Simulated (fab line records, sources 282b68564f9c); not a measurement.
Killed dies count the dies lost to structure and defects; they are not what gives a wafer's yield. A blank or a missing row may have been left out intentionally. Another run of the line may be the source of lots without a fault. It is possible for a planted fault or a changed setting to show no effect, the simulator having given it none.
fab line records ; flow rit-cmos ; part 1 of 2: steps 1 to 29 of 42
record lots=5; wafers=15; last-day=7
route steps=202 shown PSD@152 SDANNEAL@153 NSD@158 PLDD@159 NLDD@160 SILICIDE@161 CONTACT@168 M1@184
lots that met no fault: from a run of the same line without faults
start-h: hours from the record's opening day to when the first of the lot's shown wafers began ; wait-h: hours from the lot's prior step to this one ; " as in the row above ; L1.1+2: several wafers, shown together as one row ; - no value, or no start was given ; * or withheld: withheld ; < > ~ a bound
route shown NAME@n: a module of which the file shows steps, and the number in the route of the first ; usual: average and standard deviation across the fault-free wafers ; same: alike in all rows ; chamber/n: place in a boat ; sites: each site's reading ; _std_site: the values' standard deviation ; _edge_site: inner sites' mean taken away from outer sites' mean ; radius-mm: for every site, how far away it sits from the centre of the wafer ; mask NAME#n: copy n ; behind: the most recent tool/chamber to have shaped the wafer ; hold: why the lot went on hold/how many hours it stayed there/how the hold came to an end ; device: whichever transistor did not switch (one of n, p or np) ; end of line: at the end of the route, the tests of the same wafers ; step lacking rows: just its recipe ; killed: not the wafer's yield, but the dies lost to structure and defects at the first sort ; map: dies across one wafer; x = killed, . = not, _ = none there
set.NAME: setting as actually run; set.NAME@STEP: the setting as run at that earlier step ; model.NAME: the simulator's own value behind a step, which no gauge read
certain route steps with their lots: each step a table, each wafer a row
services: a tool's chamber out of use, with start hour (start-h, from the record's first day; less than 0 if before it), hours out, and reason
## steps
# step RIT_PSD_TW_MEAS_10
# usual PSD_TW=3439/37
lot.wafer;tool;chamber;start-h;wait-h;PSD_TW
L077.3;film-metro-02;-;76.31;0.1;3482
L077.5;film-metro-02;-;76.31;0.1;3451
L077.6;film-metro-02;-;76.31;0.1;3472
L079.2;film-metro-04;-;81.33;0.1;3406
L079.4;film-metro-04;-;81.33;0.1;3406
L079.6;film-metro-04;-;81.33;0.1;3378
L082.2;film-metro-03;-;99.37;0.1;3453
L082.3;film-metro-03;-;99.37;0.1;3456
L082.5;film-metro-03;-;99.37;0.1;3457
L085.2;film-metro-04;-;113.78;0.1;3392
L085.3;film-metro-04;-;113.78;0.1;3396
L085.4;film-metro-04;-;113.78;0.1;3396
L097.1;film-metro-02;-;171.47;0.1;3487
L097.5;film-metro-02;-;171.47;0.1;3472
L097.6;film-metro-02;-;171.47;0.1;3468
# step RIT_SDANNEAL_CLEAN_00
# recipe chemistry=SC1; mix=3:3:50; time-s=600; temp-c=75
lot.wafer;tool;chamber;start-h;wait-h
L077.3+5+6;wet-bench-04;2;76.35;0.0
L079.2+4+6;wet-bench-02;0;81.38;0.0
L082.2+3+5;wet-bench-04;2;99.42;0.0
L085.2+3+4;wet-bench-02;2;113.83;0.0
L097.1+5+6;wet-bench-04;2;171.53;0.1
# step RIT_SDANNEAL_CLEAN_01
# recipe chemistry=dHF; dilution=50:1; time-s=30
lot.wafer;tool;chamber;start-h;wait-h
L077.3+5+6;wet-bench-02;1;76.53;0.0
L079.2+4+6;wet-bench-04;2;81.56;0.0
L082.2+3+5;wet-bench-02;1;99.60;0.0
L085.2+3+4;wet-bench-04;1;114.03;0.0
L097.1+5+6;wet-bench-02;0;171.72;0.0
# step RIT_SDANNEAL_CLEAN_02
# recipe chemistry=SC2; mix=3:3:50; time-s=600; temp-c=75; dry=n2-spin
lot.wafer;tool;chamber;start-h;wait-h
L077.3+5+6;wet-bench-04;3;76.54;0.0
L079.2+4+6;wet-bench-02;2;81.58;0.0
L082.2+3+5;wet-bench-04;1;99.62;0.0
L085.2+3+4;wet-bench-02;0;114.04;0.0
L097.1+5+6;wet-bench-04;0;171.73;0.0
# step RIT_SDANNEAL_RTA_03
# recipe temp-c=1050; time-s=5; idle-temp-c=600; ramp-up-c-per-s=342; ramp-down-c-per-s=171; cool-to-c=600; ambient=N2
# usual anneal-temp-c-max=1054.5/1.2; wafer_temp_C_max=1053.4/1.2
lot.wafer;tool;chamber;start-h;wait-h;anneal-temp-c-max;wafer_temp_C_max
L077.3;rtp-anneal-02;0;76.74;0.0;1057.8;1054.5
L077.5;rtp-anneal-02;0;76.74;0.0;1057.0;1053.1
L077.6;rtp-anneal-02;0;76.74;0.0;1055.0;1052.7
L079.2;rtp-anneal-02;0;81.76;0.0;1054.1;1052.5
L079.4;rtp-anneal-02;0;81.76;0.0;1053.6;1052.2
L079.6;rtp-anneal-02;0;81.76;0.0;1053.5;1052.0
L082.2;rtp-anneal-01;0;99.80;0.0;1054.3;1053.3
L082.3;rtp-anneal-01;0;99.80;0.0;1054.3;1054.0
L082.5;rtp-anneal-01;0;99.80;0.0;1053.6;1053.5
L085.2;rtp-anneal-02;0;114.24;0.0;1056.3;1052.6
L085.3;rtp-anneal-02;0;114.24;0.0;1054.4;1053.8
L085.4;rtp-anneal-02;0;114.24;0.0;1055.9;1052.9
L097.1;rtp-anneal-02;0;171.92;0.0;1055.0;1054.4
L097.5;rtp-anneal-02;0;171.92;0.0;1054.4;1053.4
L097.6;rtp-anneal-02;0;171.92;0.0;1057.2;1053.8
# step RIT_SDANNEAL_RS_MEAS_04
# recipe thk-meas-gauge=four-point-probe
# usual PSD_RS=116.1/0.35
lot.wafer;tool;chamber;start-h;wait-h;PSD_RS[ohm/sq]
L077.3;film-metro-04;-;76.82;0.1;116.3
L077.5;film-metro-04;-;76.82;0.1;116.0
L077.6;film-metro-04;-;76.82;0.1;115.8
L079.2;film-metro-02;-;81.83;0.1;115.5
L079.4;film-metro-02;-;81.83;0.1;115.9
L079.6;film-metro-02;-;81.83;0.1;116.0
L082.2;film-metro-04;-;99.87;0.1;115.6
L082.3;film-metro-04;-;99.87;0.1;115.9
L082.5;film-metro-04;-;99.87;0.1;115.6
L085.2;film-metro-03;-;114.31;0.1;116.6
L085.3;film-metro-03;-;114.31;0.1;116.1
L085.4;film-metro-03;-;114.31;0.1;116.2
L097.1;film-metro-04;-;171.98;0.0;115.9
L097.5;film-metro-04;-;171.98;0.0;115.9
L097.6;film-metro-04;-;171.98;0.0;116.2
# step RIT_SDANNEAL_RS_MEAS_05
# recipe thk-meas-gauge=four-point-probe
# usual NSD_RS=84.8/0.32
lot.wafer;tool;chamber;start-h;wait-h;NSD_RS[ohm/sq]
L077.3;film-metro-04;-;76.94;0.1;84.3
L077.5;film-metro-04;-;76.94;0.1;84.4
L077.6;film-metro-04;-;76.94;0.1;84.1
L079.2;film-metro-02;-;81.95;0.1;84.7
L079.4;film-metro-02;-;81.95;0.1;84.6
L079.6;film-metro-02;-;81.95;0.1;84.7
L082.2;film-metro-04;-;99.99;0.1;85.1
L082.3;film-metro-04;-;99.99;0.1;84.8
L082.5;film-metro-04;-;99.99;0.1;85.0
L085.2;film-metro-03;-;114.43;0.1;84.6
L085.3;film-metro-03;-;114.43;0.1;84.6
L085.4;film-metro-03;-;114.43;0.1;84.6
L097.1;film-metro-04;-;172.10;0.1;84.5
L097.5;film-metro-04;-;172.10;0.1;84.7
L097.6;film-metro-04;-;172.10;0.1;84.7
# step RIT_SDANNEAL_RS_MEAS_06
# recipe thk-meas-gauge=four-point-probe
# usual PLDD_RS=179.0/0.55
lot.wafer;tool;chamber;start-h;wait-h;PLDD_RS[ohm/sq]
L077.3;film-metro-04;-;77.06;0.1;178.0
L077.5;film-metro-04;-;77.06;0.1;178.2
L077.6;film-metro-04;-;77.06;0.1;178.5
L079.2;film-metro-02;-;82.07;0.1;178.9
L079.4;film-metro-02;-;82.07;0.1;178.8
L079.6;film-metro-02;-;82.07;0.1;178.4
L082.2;film-metro-04;-;100.11;0.1;178.8
L082.3;film-metro-04;-;100.11;0.1;178.8
L082.5;film-metro-04;-;100.11;0.1;178.6
L085.2;film-metro-03;-;114.55;0.1;179.0
L085.3;film-metro-03;-;114.55;0.1;178.9
L085.4;film-metro-03;-;114.55;0.1;179.4
L097.1;film-metro-04;-;172.22;0.1;178.6
L097.5;film-metro-04;-;172.22;0.1;178.2
L097.6;film-metro-04;-;172.22;0.1;178.5
# step RIT_SDANNEAL_RS_MEAS_07
# recipe thk-meas-gauge=four-point-probe
# usual NLDD_RS=151.9/0.6
lot.wafer;tool;chamber;start-h;wait-h;NLDD_RS[ohm/sq]
L077.3;film-metro-04;-;77.18;0.1;152.1
L077.5;film-metro-04;-;77.18;0.1;151.6
L077.6;film-metro-04;-;77.18;0.1;152.0
L079.2;film-metro-02;-;82.19;0.1;151.9
L079.4;film-metro-02;-;82.19;0.1;152.3
L079.6;film-metro-02;-;82.19;0.1;152.7
L082.2;film-metro-04;-;100.23;0.1;152.0
L082.3;film-metro-04;-;100.23;0.1;151.9
L082.5;film-metro-04;-;100.23;0.1;152.1
L085.2;film-metro-03;-;114.67;0.1;151.7
L085.3;film-metro-03;-;114.67;0.1;152.3
L085.4;film-metro-03;-;114.67;0.1;151.9
L097.1;film-metro-04;-;172.34;0.1;151.8
L097.5;film-metro-04;-;172.34;0.1;151.6
L097.6;film-metro-04;-;172.34;0.1;151.4
# step RIT_SILICIDE_WET_ETCH_00
# recipe chemistry=BOE; target=SiO2; target-depth-nm=14; time-s=15; dry=n2-spin; dilution=10:1; temp-c=21.5
lot.wafer;tool;chamber;start-h;wait-h
L077.3+5+6;wet-bench-04;1;77.26;0.1
L079.2+4+6;wet-bench-04;1;82.29;0.1
L082.2+3+5;wet-bench-04;1;100.33;0.1
L085.2+3+4;wet-bench-03;3;114.77;0.1
L097.1+5+6;wet-bench-01;1;172.46;0.1
# step RIT_SILICIDE_SPUTTER_01
# recipe material=Ti; target-thk-nm=30; power-w=350; chamber-pressure-pa=0.667; gas=Ar; time-s=240; substrate-temp-c=25
# usual throttle-valve-pct=30.1/1.1
lot.wafer;tool;chamber;start-h;wait-h;throttle-valve-pct
L077.3;pvd-sputter-01;-;77.27;0.0;30.8
L077.5;pvd-sputter-01;-;77.27;0.0;30.0
L077.6;pvd-sputter-01;-;77.27;0.0;30.7
L079.2;pvd-sputter-01;-;82.31;0.0;30.3
L079.4;pvd-sputter-01;-;82.31;0.0;30.8
L079.6;pvd-sputter-01;-;82.31;0.0;29.6
L082.2;pvd-sputter-03;-;100.34;0.0;30.5
L082.3;pvd-sputter-03;-;100.34;0.0;30.7
L082.5;pvd-sputter-03;-;100.34;0.0;30.8
L085.2;pvd-sputter-02;-;114.78;0.0;30.5
L085.3;pvd-sputter-02;-;114.78;0.0;31.8
L085.4;pvd-sputter-02;-;114.78;0.0;27.6
L097.1;pvd-sputter-02;-;172.48;0.0;30.6
L097.5;pvd-sputter-02;-;172.48;0.0;27.4
L097.6;pvd-sputter-02;-;172.48;0.0;30.7
# step RIT_SILICIDE_RS_MEAS_02
# recipe thk-meas-gauge=four-point-probe; reads=Ti_of_SILICIDE_SPUTTER_01
# usual SILICIDE_TI_RS=47.9/0.77
lot.wafer;tool;chamber;start-h;wait-h;SILICIDE_TI_RS[ohm/sq]
L077.3;film-metro-02;-;77.46;0.1;47.9
L077.5;film-metro-02;-;77.46;0.1;48.2
L077.6;film-metro-02;-;77.46;0.1;48.0
L079.2;film-metro-03;-;82.48;0.1;48.4
L079.4;film-metro-03;-;82.48;0.1;48.8
L079.6;film-metro-03;-;82.48;0.1;49.1
L082.2;film-metro-03;-;100.51;0.1;48.6
L082.3;film-metro-03;-;100.51;0.1;48.9
L082.5;film-metro-03;-;100.51;0.1;48.7
L085.2;film-metro-02;-;114.95;0.1;48.2
L085.3;film-metro-02;-;114.95;0.1;46.5
L085.4;film-metro-02;-;114.95;0.1;47.9
L097.1;film-metro-02;-;172.63;0.1;47.7
L097.5;film-metro-02;-;172.63;0.1;47.8
L097.6;film-metro-02;-;172.63;0.1;47.9
# step RIT_SILICIDE_THK_MEAS_03
# recipe thk-meas-gauge=xrf; reads=Ti_of_SILICIDE_SPUTTER_01
# usual SILICIDE_TI_THK=29.9/0.39
lot.wafer;tool;chamber;start-h;wait-h;SILICIDE_TI_THK[nm]
L077.3;film-metro-02;-;77.56;0.1;29.9
L077.5;film-metro-02;-;77.56;0.1;29.6
L077.6;film-metro-02;-;77.56;0.1;29.6
L079.2;film-metro-03;-;82.59;0.1;29.7
L079.4;film-metro-03;-;82.59;0.1;29.6
L079.6;film-metro-03;-;82.59;0.1;29.6
L082.2;film-metro-03;-;100.62;0.1;29.6
L082.3;film-metro-03;-;100.62;0.1;29.5
L082.5;film-metro-03;-;100.62;0.1;29.5
L085.2;film-metro-02;-;115.06;0.1;29.7
L085.3;film-metro-02;-;115.06;0.1;30.5
L085.4;film-metro-02;-;115.06;0.1;30.0
L097.1;film-metro-02;-;172.75;0.1;29.7
L097.5;film-metro-02;-;172.75;0.1;29.8
L097.6;film-metro-02;-;172.75;0.1;29.7
# step RIT_SILICIDE_RTA_04
# recipe temp-c=650; time-s=10; idle-temp-c=25; ramp-up-s=5; ramp-down-s=5; cool-to-c=25; ambient=N2
# usual anneal-temp-c-max=652.8/0.7; wafer_temp_C_max=652.5/0.62
lot.wafer;tool;chamber;start-h;wait-h;anneal-temp-c-max;wafer_temp_C_max
L077.3;rtp-anneal-01;0;77.62;0.1;652.0;652.5
L077.5;rtp-anneal-01;0;77.62;0.1;653.0;651.9
L077.6;rtp-anneal-01;0;77.62;0.1;652.8;651.6
L079.2;rtp-anneal-01;0;82.65;0.1;652.2;652.1
L079.4;rtp-anneal-01;0;82.65;0.1;652.5;652.0
L079.6;rtp-anneal-01;0;82.65;0.1;652.2;651.7
L082.2;rtp-anneal-02;0;100.68;0.1;652.9;652.0
L082.3;rtp-anneal-02;0;100.68;0.1;652.8;652.4
L082.5;rtp-anneal-02;0;100.68;0.1;652.2;652.6
L085.2;rtp-anneal-01;0;115.13;0.1;652.3;652.7
L085.3;rtp-anneal-01;0;115.13;0.1;652.3;651.8
L085.4;rtp-anneal-01;0;115.13;0.1;652.4;651.8
L097.1;rtp-anneal-01;0;172.81;0.1;652.7;652.0
L097.5;rtp-anneal-01;0;172.81;0.1;652.3;651.6
L097.6;rtp-anneal-01;0;172.81;0.1;652.2;651.9
# step RIT_SILICIDE_WET_ETCH_05
# recipe chemistry=SPM; target=Ti; temp-c=90; time-s=120; dry=n2-spin
lot.wafer;tool;chamber;start-h;wait-h
L077.3+5+6;wet-bench-03;3;77.67;0.0
L079.2+4+6;wet-bench-04;2;82.70;0.0
L082.2+3+5;wet-bench-04;0;100.74;0.0
L085.2+3+4;wet-bench-03;2;115.18;0.0
L097.1+5+6;wet-bench-03;1;172.87;0.1
# step RIT_SILICIDE_RTA_06
# recipe temp-c=750; time-s=10; idle-temp-c=25; ramp-up-s=5; ramp-down-s=10; cool-to-c=25; ambient=N2
# usual anneal-temp-c-max=753.2/0.76; wafer_temp_C_max=752.8/0.69
lot.wafer;tool;chamber;start-h;wait-h;anneal-temp-c-max;wafer_temp_C_max
L077.3;rtp-anneal-02;0;77.73;0.0;754.4;754.0
L077.5;rtp-anneal-02;0;77.73;0.0;753.2;752.1
L077.6;rtp-anneal-02;0;77.73;0.0;753.2;752.6
L079.2;rtp-anneal-02;0;82.76;0.0;753.6;754.6
L079.4;rtp-anneal-02;0;82.76;0.0;754.4;753.3
L079.6;rtp-anneal-02;0;82.76;0.0;754.5;754.9
L082.2;rtp-anneal-01;0;100.79;0.0;752.6;752.0
L082.3;rtp-anneal-01;0;100.79;0.0;752.2;752.1
L082.5;rtp-anneal-01;0;100.79;0.0;752.7;753.0
L085.2;rtp-anneal-02;0;115.23;0.0;753.0;752.7
L085.3;rtp-anneal-02;0;115.23;0.0;753.1;753.1
L085.4;rtp-anneal-02;0;115.23;0.0;753.6;753.4
L097.1;rtp-anneal-02;0;172.91;0.0;753.1;754.0
L097.5;rtp-anneal-02;0;172.91;0.0;752.7;753.3
L097.6;rtp-anneal-02;0;172.91;0.0;754.1;753.9
# step RIT_CONTACT_CVD_00
# recipe material=SiO2; target-thk-nm=400; precursor=TEOS; temp-c=390; time-s=61; rf-w=394.2
# usual heater-power-w=321/38
lot.wafer;tool;chamber;start-h;wait-h;heater-power-w
L077.3;pecvd-04;1;77.78;0.0;357
L077.5;pecvd-04;0;77.78;0.0;299
L077.6;pecvd-04;2;77.78;0.0;271
L079.2;pecvd-02;1;82.82;0.0;317
L079.4;pecvd-02;0;82.82;0.0;337
L079.6;pecvd-02;2;82.82;0.0;325
L082.2;pecvd-02;1;100.85;0.0;309
L082.3;pecvd-02;2;100.85;0.0;319
L082.5;pecvd-02;0;100.85;0.0;314
L085.2;pecvd-02;2;115.29;0.0;335
L085.3;pecvd-02;0;115.29;0.0;349
L085.4;pecvd-02;2;115.29;0.0;349
L097.1;pecvd-02;1;172.98;0.1;365
L097.5;pecvd-02;2;172.98;0.1;317
L097.6;pecvd-02;1;172.98;0.1;275
# step RIT_CONTACT_THK_MEAS_01
# recipe reads=SiO2_of_CONTACT_CVD_00
# usual CONTACT_TEOS_THK=399/6.7
lot.wafer;tool;chamber;start-h;wait-h;CONTACT_TEOS_THK[nm]
L077.3;film-metro-01;-;77.85;0.0;392
L077.5;film-metro-01;-;77.85;0.0;407
L077.6;film-metro-01;-;77.85;0.0;409
L079.2;film-metro-01;-;82.88;0.0;398
L079.4;film-metro-01;-;82.88;0.0;403
L079.6;film-metro-01;-;82.88;0.0;391
L082.2;film-metro-01;-;100.91;0.0;402
L082.3;film-metro-01;-;100.91;0.0;393
L082.5;film-metro-01;-;100.91;0.0;410
L085.2;film-metro-01;-;115.37;0.1;387
L085.3;film-metro-01;-;115.37;0.1;406
L085.4;film-metro-01;-;115.37;0.1;394
L097.1;film-metro-03;-;173.03;0.0;398
L097.5;film-metro-03;-;173.03;0.0;393
L097.6;film-metro-03;-;173.03;0.0;405
# step RIT_CONTACT_HMDS_02
# recipe prime-time-s=60; prime-temp-c=140
lot.wafer;tool;chamber;start-h;wait-h
L077.3+5+6;litho-track-02;0;77.94;0.1
L079.2+4+6;litho-track-01;0;83.03;0.1
L082.2+3+5;litho-track-01;0;101.01;0.1
L085.2+3+4;litho-track-01;0;115.45;0.1
L097.1+5+6;litho-track-02;0;173.17;0.1
# step RIT_CONTACT_COAT_03
# recipe resist=NOVOLAK; spin-rpm=3250; resist-thk-nm=1000
lot.wafer;tool;chamber;start-h;wait-h
L077.3+5+6;litho-track-02;0;78.09;0.1
L079.2+4+6;litho-track-01;0;83.18;0.1
L082.2+3+5;litho-track-01;0;101.16;0.1
L085.2+3+4;litho-track-01;0;115.60;0.1
L097.1+5+6;litho-track-02;0;173.32;0.1
# step RIT_CONTACT_SOFTBAKE_04
# recipe resist=NOVOLAK; temp-c=90; time-s=60
# usual plate-temp-C=89.99/0.11
lot.wafer;tool;chamber;start-h;wait-h;plate-temp-C
L077.3;litho-track-02;0;78.24;0.1;89.94
L077.5;litho-track-02;0;78.24;0.1;89.98
L077.6;litho-track-02;0;78.24;0.1;90.11
L079.2;litho-track-01;0;83.33;0.1;90.13
L079.4;litho-track-01;0;83.33;0.1;90.08
L079.6;litho-track-01;0;83.33;0.1;89.92
L082.2;litho-track-01;0;101.31;0.1;89.90
L082.3;litho-track-01;0;101.31;0.1;90.31
L082.5;litho-track-01;0;101.31;0.1;89.93
L085.2;litho-track-01;0;115.75;0.1;90.06
L085.3;litho-track-01;0;115.75;0.1;89.91
L085.4;litho-track-01;0;115.75;0.1;90.03
L097.1;litho-track-02;0;173.47;0.1;89.85
L097.5;litho-track-02;0;173.47;0.1;89.80
L097.6;litho-track-02;0;173.47;0.1;90.00
# step RIT_CONTACT_EXPOSE_05
# recipe mask-id=M11; na=0.6; source-shape=conventional; sigma-outer=0.5; target-cd-nm=1000; dose-mj=250
# usual stage-vel-mm-s=500.00/0.27
lot.wafer;tool;chamber;start-h;wait-h;mask;stage-vel-mm-s
L077.3;iline-stepper-02;0;78.38;0.1;M11#0;500.09
L077.5;iline-stepper-02;0;78.38;0.1;M11#0;499.77
L077.6;iline-stepper-02;0;78.38;0.1;M11#0;500.23
L079.2;iline-stepper-02;0;83.60;0.2;M11#0;500.15
L079.4;iline-stepper-02;0;83.60;0.2;M11#0;500.06
L079.6;iline-stepper-02;0;83.60;0.2;M11#0;500.06
L082.2;iline-stepper-02;0;101.58;0.2;M11#0;500.01
L082.3;iline-stepper-02;0;101.58;0.2;M11#0;500.10
L082.5;iline-stepper-02;0;101.58;0.2;M11#0;500.43
L085.2;iline-stepper-02;0;115.89;0.1;M11#0;499.99
L085.3;iline-stepper-02;0;115.89;0.1;M11#0;500.17
L085.4;iline-stepper-02;0;115.89;0.1;M11#0;500.17
L097.1;iline-stepper-02;0;173.74;0.2;M11#0;500.60
L097.5;iline-stepper-02;0;173.74;0.2;M11#0;500.55
L097.6;iline-stepper-02;0;173.74;0.2;M11#0;500.15
# step RIT_CONTACT_PEB_06
# recipe resist=NOVOLAK; temp-c=withheld; time-s=withheld
lot.wafer;tool;chamber;start-h;wait-h
L077.3+5+6;litho-track-01;0;78.51;0.1
L079.2+4+6;litho-track-02;0;83.73;0.1
L082.2+3+5;litho-track-04;0;101.70;0.1
L085.2+3+4;litho-track-01;0;116.02;0.1
L097.1+5+6;litho-track-04;0;173.94;0.2
# step RIT_CONTACT_DEVELOP_07
# recipe resist=NOVOLAK; develop-time-s=120; dev-temp-c=23
lot.wafer;tool;chamber;start-h;wait-h
L077.3+5+6;litho-track-01;0;-;-
L079.2+4+6;litho-track-02;0;-;-
L082.2+3+5;litho-track-04;0;-;-
L085.2+3+4;litho-track-01;0;-;-
L097.1+5+6;litho-track-04;0;-;-
# step RIT_CONTACT_CD_MEAS_08
# recipe target-cd-nm=1000
# usual cd-nm=1000.9/2.2
lot.wafer;tool;chamber;start-h;wait-h;cd-nm
L077.3;cd-sem-02;-;78.90;-;1000.9
L077.5;cd-sem-02;-;78.90;-;1000.1
L077.6;cd-sem-02;-;78.90;-;1001.4
L079.2;cd-sem-01;-;84.12;-;1000.6
L079.4;cd-sem-01;-;84.12;-;1000.0
L079.6;cd-sem-01;-;84.12;-;998.7
L082.2;cd-sem-01;-;102.10;-;1001.3
L082.3;cd-sem-01;-;102.10;-;996.9
L082.5;cd-sem-01;-;102.10;-;999.4
L085.2;cd-sem-02;-;116.41;-;999.4
L085.3;cd-sem-02;-;116.41;-;1001.5
L085.4;cd-sem-02;-;116.41;-;997.5
L097.1;cd-sem-01;-;174.34;-;1004.0
L097.5;cd-sem-01;-;174.34;-;1000.7
L097.6;cd-sem-01;-;174.34;-;1001.4
# step RIT_CONTACT_OVL_MEAS_09
# usual CONTACT_OVL=0.8/1.1
lot.wafer;tool;chamber;start-h;wait-h;CONTACT_OVL[nm]
L077.3;overlay-01;-;78.99;0.1;3.6
L077.5;overlay-01;-;78.99;0.1;2.3
L077.6;overlay-01;-;78.99;0.1;2.9
L079.2;overlay-01;-;84.23;0.1;0.9
L079.4;overlay-01;-;84.23;0.1;1.1
L079.6;overlay-01;-;84.23;0.1;-0.2
L082.2;overlay-01;-;102.20;0.1;-0.9
L082.3;overlay-01;-;102.20;0.1;1.5
L082.5;overlay-01;-;102.20;0.1;-0.2
L085.2;overlay-01;-;116.52;0.1;1.1
L085.3;overlay-01;-;116.52;0.1;1.6
L085.4;overlay-01;-;116.52;0.1;1.8
L097.1;overlay-02;-;174.46;0.1;1.7
L097.5;overlay-02;-;174.46;0.1;2.5
L097.6;overlay-02;-;174.46;0.1;2.2
# step RIT_CONTACT_HARDBAKE_10
# recipe resist=NOVOLAK; temp-c=140; time-s=60
# usual plate-temp-C=140.02/0.15
lot.wafer;tool;chamber;start-h;wait-h;plate-temp-C
L077.3;litho-track-01;0;79.06;0.1;140.02
L077.5;litho-track-01;0;79.06;0.1;139.91
L077.6;litho-track-01;0;79.06;0.1;140.13
L079.2;litho-track-01;0;84.28;0.0;139.79
L079.4;litho-track-01;0;84.28;0.0;140.13
L079.6;litho-track-01;0;84.28;0.0;139.95
L082.2;litho-track-02;0;102.26;0.0;139.92
L082.3;litho-track-02;0;102.26;0.0;140.03
L082.5;litho-track-02;0;102.26;0.0;140.30
L085.2;litho-track-01;0;116.73;0.2;140.51
L085.3;litho-track-01;0;116.73;0.2;140.17
L085.4;litho-track-01;0;116.73;0.2;140.36
L097.1;litho-track-04;0;174.50;0.0;139.92
L097.5;litho-track-04;0;174.50;0.0;139.97
L097.6;litho-track-04;0;174.50;0.0;139.88
# step RIT_CONTACT_ETCH_11
# recipe target-depth-a=4800; over-etch-frac=0.2; stop-on=TiSi2; chemistry=CHF3/CF4/Ar; target=SiO2; CHF3_flow_sccm=50; cf4-flow-sccm=10; Ar_flow_sccm=100; O2_flow_sccm=5; pressure-mtorr=100; rf-w=200; time-s=320
# usual drypump-motor-current-A=5.5/0.31; oes-product-au=0.992/0.021; throttle-valve-pct=8.89/0.095
lot.wafer;tool;chamber;start-h;wait-h;drypump-motor-current-A;oes-product-au;rf-hours-counter-h;throttle-valve-pct
L077.3;rie-diel-01;2;79.16;0.1;5.4;0.992;122;8.83
L077.5;rie-diel-01;1;79.16;0.1;5.6;0.982;-;8.94
L077.6;rie-diel-01;3;79.16;0.1;5.4;1.006;-;9.03
L079.2;rie-diel-01;2;84.41;0.1;5.4;0.987;122;8.83
L079.4;rie-diel-01;1;84.41;0.1;5.5;0.977;119;8.93
L079.6;rie-diel-01;3;84.41;0.1;5.4;1.016;-;9.02
L082.2;rie-diel-03;0;102.38;0.1;5.8;1.021;1;8.92
L082.3;rie-diel-03;1;102.38;0.1;5.5;0.967;85;8.73
L082.5;rie-diel-03;2;102.38;0.1;6.0;1.023;-;8.78
L085.2;rie-diel-03;0;116.85;0.1;5.8;1.024;1;8.91
L085.3;rie-diel-03;2;116.85;0.1;6.0;1.018;127;8.77
L085.4;rie-diel-03;2;116.85;0.1;6.0;1.016;-;8.78
L097.1;rie-diel-03;1;174.65;0.1;5.5;0.967;86;8.74
L097.5;rie-diel-03;2;174.65;0.1;6.0;1.010;-;8.77
L097.6;rie-diel-03;1;174.65;0.1;5.5;0.974;-;8.74
# step RIT_CONTACT_STRIP_12
# recipe chemistry=O2; time-s=180; resist=NOVOLAK; platen-temp-c=withheld; power-w=500; pressure-mtorr=4000; o2-flow-sccm=4000
# usual drypump-motor-current-A=5.9/0.42
lot.wafer;tool;chamber;start-h;wait-h;drypump-motor-current-A;rf-hours-counter-h
L077.3;plasma-asher-01;0;79.42;0.2;6.2;-
L077.5;plasma-asher-01;0;79.42;0.2;6.2;-
L077.6;plasma-asher-01;1;79.42;0.2;5.2;-
L079.2;plasma-asher-01;1;84.60;0.1;5.1;30
L079.4;plasma-asher-01;0;84.60;0.1;6.2;-
L079.6;plasma-asher-01;0;84.60;0.1;6.2;-
L082.2;plasma-asher-04;1;102.58;0.1;5.6;40
L082.3;plasma-asher-04;1;102.58;0.1;5.6;-
L082.5;plasma-asher-04;0;102.58;0.1;5.9;-
L085.2;plasma-asher-01;1;117.05;0.1;5.2;34
L085.3;plasma-asher-01;1;117.05;0.1;5.2;-
L085.4;plasma-asher-01;0;117.05;0.1;6.2;-
L097.1;plasma-asher-03;0;174.84;0.1;6.1;55
L097.5;plasma-asher-03;0;174.84;0.1;6.1;-
L097.6;plasma-asher-03;1;174.84;0.1;6.4;-
